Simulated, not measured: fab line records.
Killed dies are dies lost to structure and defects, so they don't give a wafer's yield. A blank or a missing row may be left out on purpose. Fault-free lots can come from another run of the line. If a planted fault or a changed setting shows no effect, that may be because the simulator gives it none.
Split-lot experiment :: flow berkeley cmos170 :: 27 wafers read across 5 lots, on a route 331 steps long

== THE SPLIT ITSELF ==
At UCB170_ZERO_ETCH_06 (etches SiO2 in CHF3/CF4/Ar, time 12 s), the setting time s was moved away from the recipe's 12 s on 9 of the 27 wafers read, by -59.5% to +33.8%. The other wafers ran this setting at the recipe's value.

Reading taken at the split's own step.

== THE READING ==
oes product au, in a.u., at UCB170_ZERO_ETCH_06 (etches SiO2 in CHF3/CF4/Ar, time 12 s). On this fab line, fault-free wafers typically give 0.620 a.u. with a standard deviation of 0.0082 a.u.

wafer: L078.1
tool, chamber at the split: rie diel-02, 1
time s as run, s: 12
against the recipe: recipe
oes product au, a.u.: 0.615
against lot-mates on the recipe: -

wafer: L078.2
tool, chamber at the split: rie diel-02, 3
time s as run, s: 12
against the recipe: recipe
oes product au, a.u.: 0.616
against lot-mates on the recipe: -

wafer: L078.3
tool, chamber at the split: rie diel-02, 2
time s as run, s: 14.4
against the recipe: +20.0%
oes product au, a.u.: 0.596
against lot-mates on the recipe: -0.020

wafer: L078.4
tool, chamber at the split: rie diel-02, 2
time s as run, s: 14.4
against the recipe: +20.0%
oes product au, a.u.: 0.588
against lot-mates on the recipe: -0.028

wafer: L078.5
tool, chamber at the split: rie diel-02, 1
time s as run, s: 12
against the recipe: recipe
oes product au, a.u.: 0.617
against lot-mates on the recipe: -

wafer: L078.6
tool, chamber at the split: rie diel-02, 3
time s as run, s: 14.4
against the recipe: +20.0%
oes product au, a.u.: 0.582
against lot-mates on the recipe: -0.034

wafer: L077.2
tool, chamber at the split: rie diel-04, 0
time s as run, s: 12
against the recipe: recipe
oes product au, a.u.: 0.633
against lot-mates on the recipe: -

wafer: L077.3
tool, chamber at the split: rie diel-04, 1
time s as run, s: 12
against the recipe: recipe
oes product au, a.u.: 0.606
against lot-mates on the recipe: -

wafer: L077.6
tool, chamber at the split: rie diel-04, 2
time s as run, s: 12
against the recipe: recipe
oes product au, a.u.: 0.620
against lot-mates on the recipe: -

wafer: L079.1
tool, chamber at the split: rie diel-02, 3
time s as run, s: 16.06
against the recipe: +33.8%
oes product au, a.u.: 0.578
against lot-mates on the recipe: -0.044

wafer: L079.2
tool, chamber at the split: rie diel-02, 0
time s as run, s: 12
against the recipe: recipe
oes product au, a.u.: 0.627
against lot-mates on the recipe: -

wafer: L079.3
tool, chamber at the split: rie diel-02, 1
time s as run, s: 12
against the recipe: recipe
oes product au, a.u.: 0.620
against lot-mates on the recipe: -

wafer: L079.4
tool, chamber at the split: rie diel-02, 2
time s as run, s: 16.06
against the recipe: +33.8%
oes product au, a.u.: 0.579
against lot-mates on the recipe: -0.043

wafer: L079.5
tool, chamber at the split: rie diel-02, 0
time s as run, s: 16.06
against the recipe: +33.8%
oes product au, a.u.: 0.578
against lot-mates on the recipe: -0.044

wafer: L079.6
tool, chamber at the split: rie diel-02, 1
time s as run, s: 12
against the recipe: recipe
oes product au, a.u.: 0.619
against lot-mates on the recipe: -

wafer: L083.1
tool, chamber at the split: rie diel-02, 1
time s as run, s: 4.864
against the recipe: -59.5%
oes product au, a.u.: 0.971
against lot-mates on the recipe: +0.347

wafer: L083.2
tool, chamber at the split: rie diel-02, 2
time s as run, s: 12
against the recipe: recipe
oes product au, a.u.: 0.619
against lot-mates on the recipe: -

wafer: L083.3
tool, chamber at the split: rie diel-02, 2
time s as run, s: 4.864
against the recipe: -59.5%
oes product au, a.u.: 0.983
against lot-mates on the recipe: +0.359

wafer: L083.4
tool, chamber at the split: rie diel-02, 1
time s as run, s: 12
against the recipe: recipe
oes product au, a.u.: 0.628
against lot-mates on the recipe: -

wafer: L083.5
tool, chamber at the split: rie diel-02, 1
time s as run, s: 4.864
against the recipe: -59.5%
oes product au, a.u.: 0.971
against lot-mates on the recipe: +0.347

wafer: L083.6
tool, chamber at the split: rie diel-02, 2
time s as run, s: 12
against the recipe: recipe
oes product au, a.u.: 0.624
against lot-mates on the recipe: -

wafer: L084.1
tool, chamber at the split: rie diel-01, 1
time s as run, s: 12
against the recipe: recipe
oes product au, a.u.: 0.609
against lot-mates on the recipe: -

wafer: L084.2
tool, chamber at the split: rie diel-01, 3
time s as run, s: 12
against the recipe: recipe
oes product au, a.u.: 0.623
against lot-mates on the recipe: -

wafer: L084.3
tool, chamber at the split: rie diel-01, 2
time s as run, s: 12
against the recipe: recipe
oes product au, a.u.: 0.618
against lot-mates on the recipe: -

wafer: L084.4
tool, chamber at the split: rie diel-01, 0
time s as run, s: 12
against the recipe: recipe
oes product au, a.u.: 0.636
against lot-mates on the recipe: -

wafer: L084.5
tool, chamber at the split: rie diel-01, 0
time s as run, s: 12
against the recipe: recipe
oes product au, a.u.: 0.632
against lot-mates on the recipe: -

wafer: L084.6
tool, chamber at the split: rie diel-01, 3
time s as run, s: 12
against the recipe: recipe
oes product au, a.u.: 0.621
against lot-mates on the recipe: -

THE FIT
A straight line over all 27 wafers: oes product au changes by -0.00452 a.u. for each +1% of time s; r = -0.93; the points scatter about the line by 0.044 a.u.
The same after taking each lot's own level away (the mean of its wafers on the recipe; 27 wafers): -0.00448 a.u. for each +1%; r = -0.93; scatter 0.044 a.u.
On that fit, the largest move of time s shifts the reading by 0.27 a.u.
The span of the lots' own levels, 0.6160 to 0.6237 a.u., comes to 0.9 times the standard deviation stated above.
The two slopes are in agreement: the lot-to-lot level therefore moves the slope only a little.
Check: +0.276 a.u. against its lot-mates is what the line predicts for one of the wafers moved furthest among these (-59.5%) when that wafer is left out of the fit. It came out at +0.347 a.u. against them.
Tool readings at the split's step, against how far the setting was moved: oes product au r = -0.93.

== THE OTHER SPLITS THESE WAFERS WENT THROUGH ==
These wafers also went through other splits before the reading. Each is held against what the fit with the lots' levels taken away leaves over:
other split on the same wafers: UCB170_START_OXIDATION_02 ox time s
wafers away from the commonest value: 18
r with oes product au (lot level and that fit taken away): +0.28

== THE WHOLE CHAIN: every reading that the file lists as answering this split, in the file's order ==
step: UCB170_ZERO_ETCH_06
what it does: etches SiO2 in CHF3/CF4/Ar, time 12 s
reading: oes product au
change (the file's fit): -0.0045 a.u. for each +1% of the setting
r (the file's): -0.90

step: UCB170_ZERO_STRIP_07
what it does: strips in O2
reading: strip time to endpoint s
change (the file's fit): withheld for each +1% of the setting
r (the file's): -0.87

== FILE'S OWN FIT ==
oes product au changes by -0.0045 a.u. for each +1% of time s, r = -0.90.
